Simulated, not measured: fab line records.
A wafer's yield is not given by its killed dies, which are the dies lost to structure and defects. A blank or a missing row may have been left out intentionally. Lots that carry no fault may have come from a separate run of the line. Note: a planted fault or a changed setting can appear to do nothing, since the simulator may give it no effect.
fab line records	flow rit-cmos
[record] lots = 6	wafers = 18	last-day = 7
route steps=202 shown NSD@135 PSD@142 SDANNEAL@153 M1@202
lots untouched by any fault: they come from a run of this same line in which no faults occurred
start-h: the number of hours between the record's first day and the start of the first shown wafer of the lot	wait-h: how many hours have passed since the lot's step before this one	" the same as in the row above	L1.1+2: several wafers, shown together as one row	- no value present, or no start provided	* or withheld: withheld	< > ~ a bound
route shown NAME@n: a module of which the file shows steps, and the number in the route of the first	usual: mean/standard deviation taken from wafers without a fault	same: alike in all rows	chamber/n: place in a boat	sites: each site's reading	_std_site: the standard deviation of these	_edge_site: outer sites' mean less inner sites'	radius-mm: for every site, how far away it sits from the centre of the wafer	mask NAME#n: copy n	behind: the last tool/chamber to shape the wafer	hold: why the lot was held/for how many hours/how that ended	device: names the non-switching transistor (n, p or np)	end of line: the route-end tests of the same wafers	a step with no rows: only its recipe	killed: at the first sort, the dies lost to defects and structure; wafer yield is something else	map: shows each die of a wafer: x if killed, . if not, _ if none is there
set.NAME: the setting the step ran with; set.NAME@STEP: the setting that earlier step ran with	model.NAME: the simulator's own value behind a step, which no gauge read
lots at some steps of the route; a table a step, a row a wafer
services: a tool's chamber out of use, with start hour (start-h, from the record's first day; less than 0 if before it), hours out, and reason
[[steps]]
[step RIT_NSD_PEB_04]
[recipe] resist = NOVOLAK	temp-c = withheld	time-s = withheld
[step RIT_NSD_DEVELOP_05]
[recipe] resist = NOVOLAK	develop-time-s = 50	dev-temp-c = 23
[step RIT_NSD_OVL_MEAS_06]
[usual] NSD_OVL = 0.1/1.5
lot.wafer	tool	chamber	start-h	wait-h	NSD_OVL[nm]
L313.1	overlay-02	-	90.20	-	-0.6
L313.2	"	-	"	"	0.0
L313.5	"	-	"	"	0.0
L322.2	overlay-01	-	135.24	-	-1.3
L322.3	"	-	"	"	1.5
L322.5	"	-	"	"	1.2
L323.2	overlay-01	-	137.44	-	-0.4
L323.3	"	-	"	"	0.0
L323.4	"	-	"	"	0.8
L329.1	overlay-01	-	152.86	-	2.0
L329.2	"	-	"	"	2.6
L329.6	"	-	"	"	1.2
L330.1	overlay-02	-	157.30	-	0.2
L330.2	"	-	"	"	0.7
L330.3	"	-	"	"	0.2
L332.1	overlay-01	-	164.91	-	0.9
L332.2	"	-	"	"	1.2
L332.4	"	-	"	"	1.3
[step RIT_NSD_HARDBAKE_07]
[recipe] resist = NOVOLAK	temp-c = 140	time-s = 60
[step RIT_NSD_IMPLANT_08]
[recipe] species = P	energy-kev = 25	dose-cm2 = 1e+15	tilt-deg = 7
[step RIT_NSD_STRIP_09]
[recipe] chemistry = O2	time-s = 180	resist = NOVOLAK	platen-temp-c = withheld	power-w = 500	pressure-mtorr = 4000	o2-flow-sccm = 4000
[usual] drypump-motor-current-A = 5.7/0.35
lot.wafer	tool	chamber	start-h	wait-h	drypump-motor-current-A	rf-hours-counter-h
L313.1	plasma-asher-03	1	90.54	0.1	5.5	37
L313.2	"	0	"	"	5.6	37
L313.5	"	0	"	"	5.7	-
L322.2	plasma-asher-03	0	135.57	0.1	5.7	42
L322.3	"	0	"	"	5.7	-
L322.5	"	0	"	"	5.7	-
L323.2	plasma-asher-03	0	137.77	0.1	5.7	43
L323.3	"	0	"	"	5.6	-
L323.4	"	1	"	"	5.6	-
L329.1	plasma-asher-04	1	153.32	0.1	5.7	52
L329.2	"	0	"	"	5.4	52
L329.6	"	0	"	"	5.4	-
L330.1	plasma-asher-03	0	157.63	0.1	5.7	46
L330.2	"	1	"	"	5.6	46
L330.3	"	1	"	"	5.6	-
L332.1	plasma-asher-04	0	165.24	0.1	5.4	54
L332.2	"	1	"	"	5.7	54
L332.4	"	0	"	"	5.4	-
[step RIT_NSD_TW_MEAS_10]
[usual] NSD_TW = 3136/15
lot.wafer	tool	chamber	start-h	wait-h	NSD_TW
L313.1	film-metro-03	-	90.71	0.1	3135
L313.2	"	-	"	"	3116
L313.5	"	-	"	"	3125
L322.2	film-metro-03	-	135.75	0.1	3138
L322.3	"	-	"	"	3127
L322.5	"	-	"	"	3142
L323.2	film-metro-03	-	137.96	0.1	3151
L323.3	"	-	"	"	3156
L323.4	"	-	"	"	3142
L329.1	film-metro-02	-	153.49	0.1	3139
L329.2	"	-	"	"	3143
L329.6	"	-	"	"	3130
L330.1	film-metro-01	-	157.81	0.1	3135
L330.2	"	-	"	"	3141
L330.3	"	-	"	"	3147
L332.1	film-metro-01	-	165.42	0.1	3117
L332.2	"	-	"	"	3112
L332.4	"	-	"	"	3128
[step RIT_PSD_HMDS_00]
[recipe] prime-time-s = 60	prime-temp-c = 140
[step RIT_PSD_COAT_01]
[recipe] resist = NOVOLAK	spin-rpm = 3250	resist-thk-nm = 1000
[step RIT_PSD_SOFTBAKE_02]
[recipe] resist = NOVOLAK	temp-c = 90	time-s = 60
[step RIT_PSD_EXPOSE_03]
[recipe] mask-id = M10	na = 0.57	target-cd-nm = 40900	dose-mj = 250
[step RIT_PSD_PEB_04]
[recipe] resist = NOVOLAK	temp-c = withheld	time-s = withheld
[step RIT_PSD_DEVELOP_05]
[recipe] resist = NOVOLAK	develop-time-s = 50	dev-temp-c = 23
[usual] exhaust-pa = 45.2/0.92
lot.wafer	tool	chamber	start-h	wait-h	exhaust-pa
L313.1	litho-track-04	0	91	-	45.0
L313.2	"	0	"	"	45.1
L313.5	"	0	"	"	45.7
L322.2	litho-track-02	0	136	-	45.4
L322.3	"	0	"	"	44.1
L322.5	"	0	137	-	45.0
L323.2	litho-track-03	0	138	-	46.9
L323.3	"	0	"	"	47.0
L323.4	"	0	"	"	45.4
L329.1	litho-track-02	0	154	-	47.8
L329.2	"	0	"	"	46.6
L329.6	"	0	"	"	46.0
L330.1	litho-track-02	0	158	-	43.8
L330.2	"	0	"	"	44.6
L330.3	"	0	"	"	44.3
L332.1	litho-track-04	0	166	-	45.9
L332.2	"	0	"	"	45.3
L332.4	"	0	"	"	45.7
[step RIT_PSD_OVL_MEAS_06]
[usual] PSD_OVL = -0.9/1.4
lot.wafer	tool	chamber	start-h	wait-h	PSD_OVL[nm]
L313.1	overlay-02	-	91.82	-	-0.4
L313.2	"	-	"	"	-1.2
L313.5	"	-	"	"	-0.7
L322.2	overlay-01	-	137.08	-	-1.8
L322.3	"	-	"	"	-4.0
L322.5	"	-	"	"	-1.9
L323.2	overlay-02	-	139.01	-	-2.0
L323.3	"	-	"	"	-1.5
L323.4	"	-	"	"	-1.6
L329.1	overlay-01	-	154.59	-	-2.4
L329.2	"	-	"	"	-2.7
L329.6	"	-	"	"	-3.3
L330.1	overlay-01	-	159.03	-	-0.9
L330.2	"	-	"	"	-0.1
L330.3	"	-	"	"	-1.2
L332.1	overlay-02	-	166.45	-	-3.3
L332.2	"	-	"	"	-1.7
L332.4	"	-	"	"	-1.9
[step RIT_PSD_HARDBAKE_07]
[recipe] resist = NOVOLAK	temp-c = 140	time-s = 60
[step RIT_PSD_IMPLANT_08]
[recipe] species = BF2	energy-kev = 27	dose-cm2 = 5e+15	tilt-deg = 7
[step RIT_PSD_STRIP_09]
[recipe] chemistry = O2	time-s = 180	resist = NOVOLAK	platen-temp-c = withheld	power-w = 500	pressure-mtorr = 4000	o2-flow-sccm = 4000
[usual] drypump-motor-current-A = 5.56/0.27
lot.wafer	tool	chamber	start-h	wait-h	drypump-motor-current-A	rf-hours-counter-h
L313.1	plasma-asher-03	0	92.16	0.1	5.67	37
L313.2	"	1	"	"	5.55	37
L313.5	"	1	"	"	5.55	-
L322.2	plasma-asher-04	0	137.41	0.1	5.33	50
L322.3	"	1	"	"	5.73	-
L322.5	"	1	"	"	5.77	-
L323.2	plasma-asher-03	0	139.45	0.1	5.67	43
L323.3	"	1	"	"	5.56	-
L323.4	"	0	"	"	5.67	-
L329.1	plasma-asher-01	0	154.92	0.1	5.96	38
L329.2	"	1	"	"	5.01	38
L329.6	"	1	"	"	5.02	-
L330.1	plasma-asher-03	0	159.36	0.1	5.67	46
L330.2	"	1	"	"	5.53	46
L330.3	"	1	"	"	5.56	-
L332.1	plasma-asher-04	0	166.79	0.1	5.36	54
L332.2	"	1	"	"	5.71	54
L332.4	"	1	"	"	5.69	-
[step RIT_PSD_TW_MEAS_10]
[usual] PSD_TW = 3446/19
lot.wafer	tool	chamber	start-h	wait-h	PSD_TW
L313.1	film-metro-03	-	92.33	0.1	3419
L313.2	"	-	"	"	3436
L313.5	"	-	"	"	3434
L322.2	film-metro-02	-	137.60	0.1	3452
L322.3	"	-	"	"	3444
L322.5	"	-	"	"	3452
L323.2	film-metro-03	-	139.63	0.1	3460
L323.3	"	-	"	"	3471
L323.4	"	-	"	"	3465
L329.1	film-metro-01	-	155.10	0.1	30
L329.2	"	-	"	"	30
L329.6	"	-	"	"	30
L330.1	film-metro-03	-	159.54	0.1	30
L330.2	"	-	"	"	30
L330.3	"	-	"	"	30
L332.1	film-metro-02	-	166.96	0.1	3451
L332.2	"	-	"	"	3478
L332.4	"	-	"	"	3464
[step RIT_SDANNEAL_CLEAN_00]
[recipe] chemistry = SC1	mix = 3:3:50	time-s = 600	temp-c = 75
[step RIT_M1_PROBE_99]
[usual] killed-at-front-end = 7/3.1	killed-dies = 7/3.2	killed-on-rim = 1.9/1.5	killed-open = 3.3/2	killed-short = 3.5/2
[same] gross-dies = 264	killed_at_M0_to_M3 = 0	killed_at_M4_up = 0	killed-at-back-side = 0	killed-at-contacts = 0	killed-at-other = 0
lot.wafer	tool	chamber	start-h	wait-h	killed-at-front-end	killed-dies	killed-on-rim	killed-open	killed-short
L313.1	prober-01	-	100.32	0.1	11	11	1	4	7
L313.2	prober-01	-	100.37	0.1	8	8	1	4	4
L313.5	prober-01	-	100.52	0.2	4	4	2	3	1
L322.2	prober-01	-	145.72	0.1	7	7	3	5	2
L322.3	prober-01	-	145.77	0.2	5	5	1	2	3
L322.5	prober-01	-	145.87	0.2	9	9	3	7	2
L323.2	prober-01	-	148.72	0.1	11	11	4	5	6
L323.3	prober-01	-	148.77	0.2	10	10	3	6	4
L323.4	prober-01	-	148.82	0.2	14	14	2	9	5
L329.1	prober-02	-	163.41	0.1	264	264	70	1	2
L329.2	prober-02	-	163.46	0.1	264	264	70	1	3
L329.6	prober-02	-	163.66	0.2	264	264	70	2	3
L330.1	prober-01	-	167.34	0.1	264	264	70	9	4
L330.2	prober-01	-	167.39	0.1	264	264	70	1	2
L330.3	prober-01	-	167.44	0.2	264	264	70	3	7
L332.1	prober-01	-	174.70	0.1	2	2	0	1	1
L332.2	prober-01	-	174.75	0.1	6	6	2	3	3
L332.4	prober-01	-	174.85	0.2	6	6	0	5	1
// killed by level:class
L313.1 GATE:geometric-particle:open=4 GATE:geometric-particle:short=3 SPACER:geometric-particle:short=2 REOX:geometric-particle:short=1 SILICIDE:geometric-particle:short=1
L313.2 GATE:geometric-particle:short=2 SILICIDE:geometric-particle:open=2 GATE:geometric-particle:open=1 REOX:geometric-particle:short=1 SPACER:geometric-particle:short=1 SPACER:geometric-particle:open=1
L313.5 FOX1:geometric-particle:open=1 REOX:geometric-particle:open=1 REOX:geometric-particle:short=1 SPACER:geometric-particle:open=1
L322.2 GATE:geometric-particle:open=2 REOX:geometric-particle:open=2 REOX:geometric-particle:short=2 SILICIDE:geometric-particle:open=1
L322.3 GATE:geometric-particle:open=1 GATE:geometric-particle:short=1 REOX:geometric-particle:short=1 SPACER:geometric-particle:open=1 SILICIDE:geometric-particle:short=1
L322.5 REOX:geometric-particle:open=3 SPACER:geometric-particle:open=2 FOX1:geometric-particle:short=1 FOX1:geometric-particle:open=1 GATE:geometric-particle:short=1 SILICIDE:geometric-particle:open=1
L323.2 GATE:geometric-particle:short=4 GATE:geometric-particle:open=3 FOX1:geometric-particle:open=1 FOX2:geometric-particle:short=1 REOX:geometric-particle:short=1 REOX:geometric-particle:open=1
L323.3 GATE:geometric-particle:short=4 GATE:geometric-particle:open=3 FOX1:geometric-particle:open=2 REOX:geometric-particle:open=1
L323.4 FOX1:geometric-particle:open=4 FOX1:geometric-particle:short=2 FOX2:geometric-particle:open=2 GATE:geometric-particle:open=2 FOX2:geometric-particle:short=1 GATE:geometric-particle:short=1 SILICIDE:geometric-particle:short=1 SILICIDE:geometric-particle:open=1
L329.1 PSD:area-develop=261 FOX1:geometric-particle:short=1 GATE:geometric-particle:short=1 REOX:geometric-particle:open=1
L329.2 PSD:area-develop=260 REOX:geometric-particle:short=2 GATE:geometric-particle:short=1 GATE:geometric-particle:open=1
L329.6 PSD:area-develop=259 GATE:geometric-particle:short=2 FOX1:geometric-particle:open=1 GATE:geometric-particle:open=1 SPACER:geometric-particle:short=1
L330.1 PSD:area-develop=251 GATE:geometric-particle:short=3 GATE:geometric-particle:open=3 SILICIDE:geometric-particle:open=3 FOX1:geometric-particle:open=2 SPACER:geometric-particle:open=1 SILICIDE:geometric-particle:short=1
L330.2 PSD:area-develop=261 FOX1:geometric-particle:short=1 GATE:geometric-particle:open=1 SILICIDE:geometric-particle:short=1
L330.3 PSD:area-develop=254 FOX1:geometric-particle:short=2 GATE:geometric-particle:open=2 GATE:geometric-particle:short=2 SPACER:geometric-particle:short=2 SILICIDE:geometric-particle:short=1 SILICIDE:geometric-particle:open=1
L332.1 FOX2:geometric-particle:open=1 GATE:geometric-particle:short=1
L332.2 SILICIDE:geometric-particle:short=2 GATE:geometric-particle:short=1 REOX:geometric-particle:open=1 SPACER:geometric-particle:open=1 SILICIDE:geometric-particle:open=1
L332.4 GATE:geometric-particle:open=3 SILICIDE:geometric-particle:open=2 GATE:geometric-particle:short=1
// map L329.1 (x killed, . not)
________xxxxxxx_______
_____xxxxxxxxxxxxx____
____xxxxxxxxxxxxxxx___
___xxxxxxxxxxxxxxxxx__
__xxxxxxxxxxxxxxxxxxx_
__xxxxxxxxxxxxxxxxxxx_
_xxxxxxxxxxxxxxxxxxxxx
_xxxxxxxxxxxxxxxxxxxxx
_xxxxxxxxxxxxxxxxxxxxx
_xxxxxxxxxxxxxxxxxxxxx
__xxxxxxxxxxxxxxxxxxx_
__xxxxxxxxxxxxxxxxxxx_
___xxxxxxxxxxxxxxxxx__
____xxxxxxxxxxxxxxx___
_____xxxxxxxxxxxxx____
________xxxxxxx_______
// map L330.1 (x killed, . not)
________xxxxxxx_______
_____xxxxxxxxxxxxx____
____xxxxxxxxxxxxxxx___
___xxxxxxxxxxxxxxxxx__
__xxxxxxxxxxxxxxxxxxx_
__xxxxxxxxxxxxxxxxxxx_
_xxxxxxxxxxxxxxxxxxxxx
_xxxxxxxxxxxxxxxxxxxxx
_xxxxxxxxxxxxxxxxxxxxx
_xxxxxxxxxxxxxxxxxxxxx
__xxxxxxxxxxxxxxxxxxx_
__xxxxxxxxxxxxxxxxxxx_
___xxxxxxxxxxxxxxxxx__
____xxxxxxxxxxxxxxx___
_____xxxxxxxxxxxxx____
________xxxxxxx_______
[[services]]
tool	chamber	start-h	hours	kind
plasma-asher-03	-	67.92	3.8	repair
plasma-asher-01	-	112.30	2.8	pm
plasma-asher-03	-	130.17	3.4	repair
[[key]]
[first-sign] step = RIT_PSD_TW_MEAS_10	reading = PSD_TW	direction = down	sigmas = 99+	usual = 3446	struck = 30
[effect] step = RIT_M1_PROBE_99	reading = killed-at-front-end	direction = up	sigmas = 82	usual = 7	struck = 264
[more-kills-born-at] RIT_PSD_DEVELOP_05@litho-track-02 = 1546
met-at RIT_PSD_DEVELOP_05
struck-wafers L329.1,L329.2,L329.6,L330.1,L330.2,L330.3
tester-left-out L329,L330
onset-between 136 154
[fault] kind = process-parameter-drift	tool = litho-track-02	chamber = -	onset-h = 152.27	steps = RIT_PSD_DEVELOP_05	channel = develop-time-s	offset = *	shape = step	end-h = 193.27	acts-in = *	stated = *
// tester-left-out: of these lots the tester's yield and bins aren't shown, on N5 and GAA mostly nor the transistor test; their killed dies are dies lost to structure and defects alone, not to doping, threshold or leakage, so they don't give the yield
